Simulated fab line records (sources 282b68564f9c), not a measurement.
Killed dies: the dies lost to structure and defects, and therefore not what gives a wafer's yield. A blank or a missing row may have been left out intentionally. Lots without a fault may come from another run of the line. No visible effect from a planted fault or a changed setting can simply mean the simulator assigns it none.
Which tool was responsible? / flow rit cmos / 14 lots with 42 wafers sampled at 2 steps, on a route of 202 steps

## WHAT THE GAUGES READ, wafer by wafer
RIT_NRETRO_TW_MEAS_10.
lot=L111; measured=day 2 14:23; on=film metro-01; NRETRO_TW=1062 1070 1063
lot=L112; measured=day 2 17:44; on=film metro-02; NRETRO_TW=1061 1060 1053
lot=L113; measured=day 2 22:33; on=film metro-02; NRETRO_TW=1058 1065 1065
lot=L114; measured=day 3 02:32; on=film metro-04; NRETRO_TW=1065 1070 1074
lot=L116; measured=day 3 13:51; on=film metro-04; NRETRO_TW=1071 1068 1066
lot=L117; measured=day 3 18:55; on=film metro-01; NRETRO_TW=1062 1062 1063
lot=L119; measured=day 4 03:13; on=film metro-04; NRETRO_TW=1075 1074 1074
lot=L120; measured=day 4 08:26; on=film metro-04; NRETRO_TW=1075 1071 1077
lot=L121; measured=day 4 17:22; on=film metro-02; NRETRO_TW=1070 1062 1070
lot=L122; measured=day 5 00:29; on=film metro-02; NRETRO_TW=1327 1328 1325 1329 1317 1326
lot=L123; measured=day 5 04:37; on=film metro-02; NRETRO_TW=1053 1056 1057
lot=L124; measured=day 5 12:20; on=film metro-02; NRETRO_TW=1060 1058 1062
lot=L127; measured=day 6 05:49; on=film metro-01; NRETRO_TW=1339 1336 1333 1336 1339 1333
lot=L134; measured=day 7 06:20; on=film metro-01; NRETRO_TW=1056 1066 1067

## WHAT TOOL EACH LOT RAN ON (gives the tool, then ch and the chambers of the sampled wafers, and finally the start)
lot=L111; RIT_NRETRO_IMPLANT_08=implanter-03 ch 0, day 2 14:05
lot=L112; RIT_NRETRO_IMPLANT_08=implanter-04 ch 0, day 2 17:24
lot=L113; RIT_NRETRO_IMPLANT_08=implanter-02 ch 0, day 2 22:13
lot=L114; RIT_NRETRO_IMPLANT_08=implanter-03 ch 0, day 3 02:15
lot=L116; RIT_NRETRO_IMPLANT_08=implanter-03 ch 0, day 3 13:33
lot=L117; RIT_NRETRO_IMPLANT_08=implanter-02 ch 0, day 3 18:36
lot=L119; RIT_NRETRO_IMPLANT_08=implanter-04 ch 0, day 4 02:55
lot=L120; RIT_NRETRO_IMPLANT_08=implanter-02 ch 0, day 4 08:09
lot=L121; RIT_NRETRO_IMPLANT_08=implanter-04 ch 0, day 4 17:02
lot=L122; RIT_NRETRO_IMPLANT_08=implanter-02 ch 0, day 4 23:49
lot=L123; RIT_NRETRO_IMPLANT_08=implanter-03 ch 0, day 5 04:18
lot=L124; RIT_NRETRO_IMPLANT_08=implanter-03 ch 0, day 5 12:01
lot=L127; RIT_NRETRO_IMPLANT_08=implanter-02 ch 0, day 6 05:11
lot=L134; RIT_NRETRO_IMPLANT_08=implanter-04 ch 0, day 7 06:02
- RIT_NRETRO_IMPLANT_08

## AS READ BY THE TOOLS THEMSELVES (means over the sampled wafers that have a number; for cases with no such wafer, the mark the record gives instead)
RIT_NRETRO_IMPLANT_08.
lot=L111; tool=implanter-03; beam on s (s)=10.03; tilt deg (degrees)=6.981
lot=L112; tool=implanter-04; beam on s (s)=9.95; tilt deg (degrees)=6.974
lot=L113; tool=implanter-02; beam on s (s)=9.86; tilt deg (degrees)=6.992
lot=L114; tool=implanter-03; beam on s (s)=9.98; tilt deg (degrees)=7.016
lot=L116; tool=implanter-03; beam on s (s)=9.92; tilt deg (degrees)=6.979
lot=L117; tool=implanter-02; beam on s (s)=10.05; tilt deg (degrees)=7.004
lot=L119; tool=implanter-04; beam on s (s)=9.88; tilt deg (degrees)=7.032
lot=L120; tool=implanter-02; beam on s (s)=10.07; tilt deg (degrees)=7.009
lot=L121; tool=implanter-04; beam on s (s)=10.11; tilt deg (degrees)=6.982
lot=L122; tool=implanter-02; beam on s (s)=10.09; tilt deg (degrees)=7.002
lot=L123; tool=implanter-03; beam on s (s)=10.03; tilt deg (degrees)=6.982
lot=L124; tool=implanter-03; beam on s (s)=9.96; tilt deg (degrees)=7.006
lot=L127; tool=implanter-02; beam on s (s)=10.04; tilt deg (degrees)=6.992
lot=L134; tool=implanter-04; beam on s (s)=9.87; tilt deg (degrees)=6.985

## THE ANSWER, worked out from the rows above alone
Rule: usual is defined by the lots themselves. The widest of any qualifying gaps counts: lots, ordered by their means at a reading, are off when they make up no more than a third of the lots, leave a main group of 4 or more, and stand apart from it by 3 or more times the standard deviation of that group's means. Not used: any main group whose means are identical at the precision the tables above print for the reading. Also off: a lot with no number at a reading for which 4 or more lots have one. The other lots that the step has rows for count as sound. First the gauges in route order, then the tools' own readings, where a lot's mean is used as printed above. The first step at which some lot is off is used, and at that step the reading that is off furthest; a lot without a number counts as furthest.
Off: L122, L127, at RIT_NRETRO_TW_MEAS_10 (NRETRO_TW). The main group: mean 1065, standard deviation 5.7.
If a tool, at a process step before that reading, ran all the lots that are off and no sound lot after the first of them, it fits. Those tools and the gauges at RIT_NRETRO_TW_MEAS_10 are tried in the same way. One fits: implanter-02 at RIT_NRETRO_IMPLANT_08. Its last sound lot is L120 (day 4 08:09), its first lot that is off L122 (day 4 23:49): a fault that began between those two fits.

## WHAT THE SIMULATOR HAD PUT IN
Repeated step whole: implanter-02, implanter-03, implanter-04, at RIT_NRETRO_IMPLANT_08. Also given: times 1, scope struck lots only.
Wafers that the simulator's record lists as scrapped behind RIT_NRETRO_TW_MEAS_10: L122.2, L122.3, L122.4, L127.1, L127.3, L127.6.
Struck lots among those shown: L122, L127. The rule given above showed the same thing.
